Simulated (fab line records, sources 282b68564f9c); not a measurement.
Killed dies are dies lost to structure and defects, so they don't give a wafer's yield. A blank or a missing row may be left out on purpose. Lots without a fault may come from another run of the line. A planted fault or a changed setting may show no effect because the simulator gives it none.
A struck lot beside a sound one | flow rit_cmos | 15 steps out of a route of 202
Sound: wafers L496.1, L496.2, L496.3. Struck: wafers L487.2, L487.3. (L487.5 of the same lot was not struck and is left out.) The cause comes at the end.
At each step with rows: each side's tool, then ch and its chambers, then its first start. Under that, the readings that differ: sound wafers | struck wafers | difference of the means | sigmas: that difference in standard deviations of wafers without a fault.
alike: readings whose means differ by less than 2 such deviations, and words and numbers that are the same on both sides. not compared: withheld readings, readings that some wafer has no value for, bounds like >300 that may hide the same value, and numbers for which the record gives no deviation and whose values overlap.
The two part at a step that has a row with sigmas, a row that says differs or no value, or rows on one side only. Numbers that don't overlap but have no deviation are shown without sigmas and don't part them. A reading that every wafer of one side lacks parts them only if that side has two wafers or more.

first, 1 step without rows for these wafers: RIT_NWELL_IMPLANT_08.
RIT_NWELL_STRIP_09: strips in O2, time 180 s.
  sound on plasma_asher-04 ch 0,1, day 5 15:33; struck on plasma_asher-02 ch 0, day 3 18:08
  alike: drypump_motor_current_A, o2_flow_sccm
  not compared: rf_hours_counter_h
RIT_NWELL_TW_MEAS_10:
  sound on film_metro-01, day 5 15:43; struck on film_metro-04, day 3 18:19
  reading  | sound          | struck    | difference | sigmas
  NWELL_TW | 2162 2167 2173 | 2129 2133 | -36        | -3
then, 6 steps without rows for these wafers: RIT_PWELL_HMDS_00 (prime time 60 s); RIT_PWELL_COAT_01 (resist thk 1300 nm); RIT_PWELL_SOFTBAKE_02 (time 60 s); RIT_PWELL_EXPOSE_03 (exposes mask M3, target cd 43700 nm); RIT_PWELL_PEB_04; RIT_PWELL_DEVELOP_05 (develop time 68 s).
RIT_PWELL_OVL_MEAS_06:
  sound on overlay-01, day 5 16:40; struck on overlay-02, day 3 19:17
  reading        | sound       | struck    | difference | sigmas
  PWELL_OVL (nm) | 1.8 2.5 4.6 | -1.2 -1.2 | -4.2       | -3
then, 2 steps without rows for these wafers: RIT_PWELL_HARDBAKE_07 (time 120 s); RIT_PWELL_IMPLANT_08.
RIT_PWELL_STRIP_09: strips in O2, time 180 s.
  sound on plasma_asher-02 ch 0,1, day 5 17:06; struck on plasma_asher-03 ch 1, day 3 19:43
  reading             | sound          | struck    | difference | sigmas
  o2_flow_sccm (sccm) | 4005 3998 3998 | 4799 4811 | +805       | +67
  alike: drypump_motor_current_A
  not compared: rf_hours_counter_h
RIT_PWELL_TW_MEAS_10:
  sound on film_metro-04, day 5 17:16; struck on film_metro-03, day 3 19:54
  reading  | sound       | struck  | difference | sigmas
  PWELL_TW | 959 959 954 | 969 969 | +12        | +2
RIT_M1_PROBE_99:
  sound on prober-01, day 7 04:27; struck on prober-02, day 5 06:39
  alike: killed_at_contacts, killed_at_front_end, killed_dies, killed_open, killed_short

WHERE THEY PART
First at RIT_NWELL_TW_MEAS_10; last, within this record, at RIT_PWELL_TW_MEAS_10. Later steps at which nothing parts them and some readings are alike: RIT_M1_PROBE_99.

WHY: what the simulator had put in
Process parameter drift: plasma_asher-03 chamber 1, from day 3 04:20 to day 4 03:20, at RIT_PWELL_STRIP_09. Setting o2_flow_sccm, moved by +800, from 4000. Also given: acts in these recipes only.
